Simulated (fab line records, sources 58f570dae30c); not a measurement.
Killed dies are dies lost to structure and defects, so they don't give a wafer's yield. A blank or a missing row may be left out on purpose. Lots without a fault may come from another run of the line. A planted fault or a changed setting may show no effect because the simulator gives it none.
A struck lot beside a sound one | flow berkeley_cmos170 | 28 steps out of a route of 331
Sound: wafers L428.1, L428.2, L428.4. Struck: wafers L435.1, L435.4, L435.5. The cause comes at the end.
At each step with rows: each side's tool, then ch and its chambers, then its first start. Under that, the readings that differ: sound wafers | struck wafers | difference of the means | sigmas: that difference in standard deviations of wafers without a fault.
alike: readings whose means differ by less than 2 such deviations, and words and numbers that are the same on both sides. not compared: withheld readings, readings that some wafer has no value for, bounds like >300 that may hide the same value, and numbers for which the record gives no deviation and whose values overlap.
The two part at a step that has a row with sigmas, a row that says differs or no value, or rows on one side only. Numbers that don't overlap but have no deviation are shown without sigmas and don't part them. A reading that every wafer of one side lacks parts them only if that side has two wafers or more.

first, 6 steps without rows for these wafers: UCB170_PVT_HMDS_00 (prime time 60 s); UCB170_PVT_COAT_01 (resist thk 900 nm); UCB170_PVT_SOFTBAKE_02 (time 60 s); UCB170_PVT_EXPOSE_03 (exposes mask NWELL, target cd 3000 nm); UCB170_PVT_PEB_04; UCB170_PVT_DEVELOP_05 (develop time 45 s).
UCB170_PVT_OVL_MEAS_06:
  sound on overlay-01, day 6 07:26; struck on overlay-01, day 8 00:12
  alike: PVT_OVL
then, 1 step without rows for these wafers: UCB170_PVT_IMPLANT_07.
UCB170_PVT_STRIP_08: strips in O2.
  sound on plasma_asher-03 ch 0,1, day 6 07:37; struck on plasma_asher-04 ch 0,1, day 8 00:23
  alike: drypump_motor_current_A, oes_product_au, strip_time_to_endpoint_s
  not compared: rf_hours_counter_h
UCB170_PVT_TW_MEAS_09:
  sound on film_metro-02, day 6 07:43; struck on film_metro-02, day 8 00:29
  alike: PVT_TW
then, 1 step without rows for these wafers: UCB170_GATE_WET_ETCH_00 (etches SiO2 in dHF, time 200 s).
UCB170_FIELD_THK_MEAS_91:
  sound on film_metro-03, day 6 07:51; struck on film_metro-03, day 8 00:37
  alike: FIELD_OXIDE_LEFT_2_THK
UCB170_GATE_OXIDATION_01: target thk 6.6 nm, ox time 1800 s.
  sound on furnace-04 ch 0, day 6 08:17; struck on furnace-01 ch 0, day 8 03:49
  reading                                     | sound            | struck            | difference | sigmas
  model.SiO2_of_GATE_OXIDATION_01.thk_nm (nm) | 6.559 6.441 6.47 | 7.617 7.467 7.509 | +1.041     |
  alike: ox_temp_c_max, spike_tc_source_C
UCB170_GATE_THK_MEAS_02:
  sound on film_metro-04, day 6 09:54; struck on film_metro-01, day 8 05:36
  reading             | sound          | struck         | difference | sigmas
  GATE_OXIDE_THK (nm) | 6.58 6.42 6.49 | 7.60 7.44 7.49 | +1.01      | +8
  not compared: hold
then, 1 step without rows for these wafers: UCB170_GATE_CVD_04 (deposits poly-Si from SiH4, time 1440 s, target thk 214 nm).
UCB170_GATE_THK_MEAS_05:
  sound on film_metro-04, day 6 19:41; struck on film_metro-01, day 8 16:42
  alike: GATE_POLY_THK
then, 6 steps without rows for these wafers: UCB170_GATE_COAT_06; UCB170_GATE_COAT_07 (resist thk 900 nm); UCB170_GATE_SOFTBAKE_08 (time 60 s); UCB170_GATE_EXPOSE_09 (exposes mask POLY, target cd 350 nm); UCB170_GATE_PEB_10; UCB170_GATE_DEVELOP_11 (develop time 45 s).
UCB170_GATE_CD_MEAS_12: target cd 350 nm.
  sound on cd_sem-01, day 6 21:19; struck on cd_sem-01, day 8 17:41
  alike: cd_nm
UCB170_GATE_OVL_MEAS_13:
  sound on overlay-01, day 6 21:26; struck on overlay-01, day 8 17:49
  alike: GATE_OVL
UCB170_GATE_ETCH_14: etches BARC in N2/H2.
  sound on rie_diel-02 ch 0,1,2, day 6 21:28; struck on rie_diel-02 ch 0,1,3, day 8 17:50
  alike: drypump_motor_current_A, n2_flow_sccm, oes_product_au, throttle_valve_pct
UCB170_GATE_ETCH_15: etches poly-Si in HBr/Cl2, stops on SiO2, time 56.3 s, target depth 278.2 nm.
  sound on rie_si-01 ch 1,2,3, day 6 21:31; struck on rie_si-02 ch 0,1, day 8 17:53
  reading                                     | sound             | struck           | difference | sigmas
  model.SiO2_of_GATE_OXIDATION_01.thk_nm (nm) | 6.535 6.416 6.459 | 7.598 7.467 7.49 | +1.048     |
  alike: drypump_motor_current_A, oes_product_au, throttle_valve_pct
  not compared: rf_hours_counter_h
UCB170_GATE_STRIP_16: strips in O2.
  sound on plasma_asher-04 ch 0,1, day 6 21:34; struck on plasma_asher-02 ch 0,1, day 8 17:56
  alike: drypump_motor_current_A, oes_product_au
  not compared: rf_hours_counter_h
UCB170_M3_PROBE_99:
  the record has rows for the struck wafers here (prober-01, day 10 07:26) and none for the sound ones

WHERE THEY PART
First at UCB170_GATE_THK_MEAS_02; last, within this record, at UCB170_M3_PROBE_99.

WHY: what the simulator had put in
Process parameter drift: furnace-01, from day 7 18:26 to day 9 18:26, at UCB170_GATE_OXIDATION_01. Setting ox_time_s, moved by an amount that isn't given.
